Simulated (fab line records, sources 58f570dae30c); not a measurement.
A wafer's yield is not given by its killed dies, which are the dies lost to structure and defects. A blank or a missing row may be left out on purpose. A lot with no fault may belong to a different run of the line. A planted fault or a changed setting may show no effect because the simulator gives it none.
Problem report, 8D (eight disciplines) form, completed by code    flow berkeley cmos170    the parts of the form that need people (team, actions taken, sign-off) are left out

1. THE ISSUE
Across 6 wafers from 2 lots, NSD_TW at UCB170_NSD_TW_MEAS_10 averages 4333, while fault-free wafers read 4171 with a standard deviation of 24. Measured from the usual mean, that is +6.8 standard deviations.
Seen first at day 11 04:55 on film metro-01, wafer L860.1. Wafers with a number at this step in the record: 42, from 14 lots. Rule for "out" (also "out of limits"): further than 4 standard deviations from the usual mean. The other wafers with a number count as sound.

2. WHAT THIS IS AND IS NOT
question                     is                            is not
which readings at this step  NSD_TW                        -
which lots                   L860, L861                    L846, L847, L848, L849, L851, L852, L853, L854, L855, L862, L866, L869
which wafers of those lots   all that have a number        -
read on which gauges         film metro-01, film metro-03  film metro-02
when                         from day 11 04:55             up to then (27 sound wafers); but 9 sound wafers of L862, L866, L869 came after

3. SUSPECTS, AND WHAT RULES EACH OUT
Counting: a tool at a process step up to the reading stays a suspect if it ran every lot that is out and no sound lot after the first of them.
- the gauge at UCB170_NSD_TW_MEAS_10: ruled out. Those wafers that are out were read across 2 gauges (film metro-01, film metro-03).
- implanter-03 at UCB170_NSD_IMPLANT_08: kept. It ran every lot that is out, first L860 (day 11 04:40), and no sound lot after that; its last sound lot up to then is L852 (day 9 16:12). Its own readings are out on those wafers: beam energy keV.
Left after counting: implanter-03 at UCB170_NSD_IMPLANT_08.

4. THE CAUSE (what the simulator had put in)
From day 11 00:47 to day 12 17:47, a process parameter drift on implanter-03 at UCB170_NSD_IMPLANT_08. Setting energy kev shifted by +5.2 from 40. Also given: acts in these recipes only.
This tool alone remained once counting was done.

5. THE EFFECT CHAIN, in route order
Each row: a reading whose mean over the struck wafers that have a number lies more than 3 standard deviations from the usual. Only readings whose record carries a usual standard deviation are examined. hours: median over the lots of the time between each lot's start at the first step of this table that gives one and its start at this step. sigmas: the change, counted in usual standard deviations.
hours  step                        reading                   usual         on struck wafers  change  sigmas
0      UCB170_NSD_IMPLANT_08       beam energy keV           40.000        45.203            +5.203  +99 or more
0      UCB170_NSD_STRIP_09         oes product au            0.534 a.u.    0.518             -0.016  -3.8
0      UCB170_NSD_STRIP_09         strip time to endpoint s  35.85 s       37.67             +1.82   +23
0      UCB170_NSD_TW_MEAS_10       NSD_TW                    4171          4333              +162    +6.8
2      UCB170_SDANNEAL_RS_MEAS_03  NSD_RS                    37.31 ohm/sq  35.97             -1.34   -15
The process steps in it:
- UCB170_NSD_IMPLANT_08
- UCB170_NSD_STRIP_09: strips in O2.

6. WHAT WOULD HAVE CAUGHT IT SOONER
Counted from the fault's start at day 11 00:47, it took 4 hours until the first out-of-limits reading at a measuring or inspecting step in this record, taken at day 11 04:55.
At UCB170_NSD_IMPLANT_08, the tool's own readings (beam energy keV) were out on each struck wafer the step has a row for, so an alarm limit on them would have fired on the first such wafer.
Among the 2 lots that are out, L861 began UCB170_NSD_IMPLANT_08 on implanter-03 after day 11 04:55. Had the tool been put on hold then, it would have been spared.
